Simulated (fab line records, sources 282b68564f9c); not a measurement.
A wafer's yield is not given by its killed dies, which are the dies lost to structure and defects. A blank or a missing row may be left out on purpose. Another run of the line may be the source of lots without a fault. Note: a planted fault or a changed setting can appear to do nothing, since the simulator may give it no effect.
Shared-tool check + flow rit cmos + 15 lots and 45 wafers in the sample

== REASON FOR OPENING ==
3 of 15 lots carry a flag on the reading NLDD_OVL at RIT_NLDD_OVL_MEAS_06. No-fault wafers: 0.4 nm, standard deviation 1.2.
Rule: a lot gets a flag if all its wafers with a number sit over 4 standard deviations from that mean, or if no wafer of it has a number. As for the other lots, they are considered sound.

| lot  | measured    | on         | NLDD_OVL (nm), wafer by wafer | flag    |
|------|-------------|------------|-------------------------------|---------|
| L559 | day 3 05:59 | overlay-01 | -0.6 1.1 1.1                  |         |
| L560 | day 3 13:25 | overlay-02 | 0.1 0.9 1.4                   |         |
| L563 | day 4 01:52 | overlay-02 | 2.2 1.3 0.4                   |         |
| L564 | day 4 10:20 | overlay-01 | -3.7 -1.0 -1.2                |         |
| L565 | day 4 13:08 | overlay-01 | 0.8 0.8 0.4                   |         |
| L566 | day 4 19:10 | overlay-02 | -0.7 0.7 -1.8                 |         |
| L567 | day 4 22:07 | overlay-01 | -0.5 0.6 -2.8                 |         |
| L568 | day 5 05:22 | overlay-01 | 1.6 1.3 0.2                   |         |
| L569 | day 5 09:52 | overlay-02 | -1.5 0.1 0.2                  |         |
| L571 | day 5 20:59 | overlay-01 | -0.3 0.3 -2.0                 |         |
| L573 | day 6 07:18 | overlay-01 | 0.8 0.6 1.1                   |         |
| L574 | day 6 12:25 | overlay-01 | -180.2 -177.4 -177.9          | FLAGGED |
| L575 | day 6 14:51 | overlay-01 | -179.3 -180.5 -180.8          | FLAGGED |
| L579 | day 7 10:26 | overlay-02 | -179.3 -180.4 -179.4          | FLAGGED |
| L580 | day 7 17:59 | overlay-01 | 1.8 0.6 1.0                   |         |
The numbers of the flagged lots are -179.5 nm on average: -179.9 nm against the usual, or -99 or more standard deviations.

== TOOL THAT RAN EACH LOT ==
The record holds 1 process step before the reading, out of a route of 202 steps. In each cell: the tool, then ch and the chambers that the sampled wafers went through, then the start.
| lot  | flag    | RIT_NLDD_EXPOSE_03                 |
|------|---------|------------------------------------|
| L559 |         | iline stepper-02 ch 0, day 3 05:35 |
| L560 |         | iline stepper-02 ch 0, day 3 13:02 |
| L563 |         | iline stepper-01 ch 0, day 4 01:26 |
| L564 |         | iline stepper-02 ch 0, day 4 09:56 |
| L565 |         | iline stepper-01 ch 0, day 4 12:47 |
| L566 |         | iline stepper-02 ch 0, day 4 18:46 |
| L567 |         | iline stepper-02 ch 0, day 4 21:44 |
| L568 |         | iline stepper-02 ch 0, day 5 04:59 |
| L569 |         | iline stepper-01 ch 0, day 5 09:29 |
| L571 |         | iline stepper-02 ch 0, day 5 20:31 |
| L573 |         | iline stepper-02 ch 0, day 6 06:54 |
| L574 | FLAGGED | iline stepper-01 ch 0, day 6 12:01 |
| L575 | FLAGGED | iline stepper-01 ch 0, day 6 14:29 |
| L579 | FLAGGED | iline stepper-01 ch 0, day 7 10:03 |
| L580 |         | iline stepper-02 ch 0, day 7 17:36 |
These steps, and what they do:
- RIT_NLDD_EXPOSE_03: exposes mask M7, target cd 40700 nm.
- RIT_NLDD_OVL_MEAS_06

== FLAGGED AGAINST TOTAL, ONE TOOL AT A TIME (gauges that did the reading follow at the end) ==
| step                 | tool             | lots run | flagged | share of the flagged lots | sound lots run after its first flagged lot |
|----------------------|------------------|----------|---------|---------------------------|--------------------------------------------|
| RIT_NLDD_EXPOSE_03   | iline stepper-01 | 6        | 3       | all                       | 0                                          |
| RIT_NLDD_EXPOSE_03   | iline stepper-02 | 9        | 0       | none                      | -                                          |
| RIT_NLDD_OVL_MEAS_06 | overlay-01       | 10       | 2       | some                      | 1 (L580)                                   |
| RIT_NLDD_OVL_MEAS_06 | overlay-02       | 5        | 1       | some                      | 0                                          |

== WHAT THE TABLE ALLOWS ==
1 row of the table ran every flagged lot: iline stepper-01 at RIT_NLDD_EXPOSE_03.
- iline stepper-01 at RIT_NLDD_EXPOSE_03 ran 6 lots, 3 of them flagged. Last sound lot L569 at day 5 09:29, first flagged lot L574 at day 6 12:01; a fault beginning in between fits.
iline stepper-01 at RIT_NLDD_EXPOSE_03 is the single tool remaining.

== WHAT THE SIMULATOR PUT IN ==
Scanner matching overlay: iline stepper-01, from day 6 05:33 on, at RIT_NLDD_EXPOSE_03. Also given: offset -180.
Lots struck among those shown: L574, L575, L579. The same result came from the rule above.
